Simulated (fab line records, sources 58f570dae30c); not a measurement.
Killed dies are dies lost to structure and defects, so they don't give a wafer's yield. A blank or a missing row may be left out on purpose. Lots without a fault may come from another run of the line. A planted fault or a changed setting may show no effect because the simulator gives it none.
Which tool did it? | flow berkeley_cmos170 | 7 lots, 21 wafers sampled, at 4 steps of a route of 331

WHAT THE GAUGES READ, wafer by wafer
UCB170_M1_CD_MEAS_09: target cd 700 nm.
lot  | measured     | on        | cd_nm (nm)
L758 | day 9 00:33  | cd_sem-02 | 702.8 702.5 703.4
L761 | day 9 13:08  | cd_sem-02 | 698.4 698.5 698.4
L760 | day 9 10:52  | cd_sem-01 | 698.1 697.3 698.1
L766 | day 10 12:04 | cd_sem-01 | 701.9 700.1 700.8
L774 | day 12 03:14 | cd_sem-01 | 702.0 703.7 703.4
L776 | day 12 18:17 | cd_sem-01 | 700.5 699.9 699.6
L780 | day 13 18:29 | cd_sem-02 | 701.1 702.0 701.8

WHICH TOOL RAN EACH LOT (tool, then ch and the chambers of the sampled wafers, then the start)
lot  | UCB170_SDANNEAL_RTA_01           | UCB170_SILICIDE_RTA_04           | UCB170_M1_EXPOSE_06
L758 | rtp_anneal-01 ch 0, day 8 14:41  | rtp_anneal-01 ch 0, day 8 15:34  | krf_scanner-01 ch 0, day 9 00:07
L761 | rtp_anneal-01 ch 0, day 9 01:16  | rtp_anneal-01 ch 0, day 9 02:05  | krf_scanner-01 ch 0, day 9 12:43
L760 | rtp_anneal-01 ch 0, day 9 00:47  | rtp_anneal-02 ch 0, day 9 01:42  | krf_scanner-01 ch 0, day 9 09:01
L766 | rtp_anneal-01 ch 0, day 10 03:24 | rtp_anneal-01 ch 0, day 10 04:13 | krf_scanner-01 ch 0, day 10 11:34
L774 | rtp_anneal-01 ch 0, day 11 19:49 | rtp_anneal-02 ch 0, day 11 20:38 | krf_scanner-01 ch 0, day 12 02:50
L776 | rtp_anneal-02 ch 0, day 12 08:04 | rtp_anneal-02 ch 0, day 12 08:53 | krf_scanner-02 ch 0, day 12 17:25
L780 | rtp_anneal-02 ch 0, day 13 09:13 | rtp_anneal-02 ch 0, day 13 10:02 | krf_scanner-02 ch 0, day 13 17:28
- UCB170_SDANNEAL_RTA_01: time 5 s.
- UCB170_SILICIDE_RTA_04: time 15 s.
- UCB170_M1_EXPOSE_06: exposes mask METAL1, target cd 700 nm.

THE ANSWER, worked out from the rows above alone
Rule: what is usual is taken from the lots themselves. Put in order of their means at a reading, lots are off if they are a third of the lots or fewer, leave a main group of 4 or more, and stand apart from it by a gap of 3 or more times the standard deviation of the main group's means; of several such gaps the widest counts. A main group whose means are all the same, to the digits that the tables above print for the reading, isn't used. A lot without any number at a reading at which 4 lots or more have one is off too. The other lots that the step has rows for count as sound.
No lot is off at any reading shown: from this, nothing can be told.

WHAT THE SIMULATOR HAD PUT IN
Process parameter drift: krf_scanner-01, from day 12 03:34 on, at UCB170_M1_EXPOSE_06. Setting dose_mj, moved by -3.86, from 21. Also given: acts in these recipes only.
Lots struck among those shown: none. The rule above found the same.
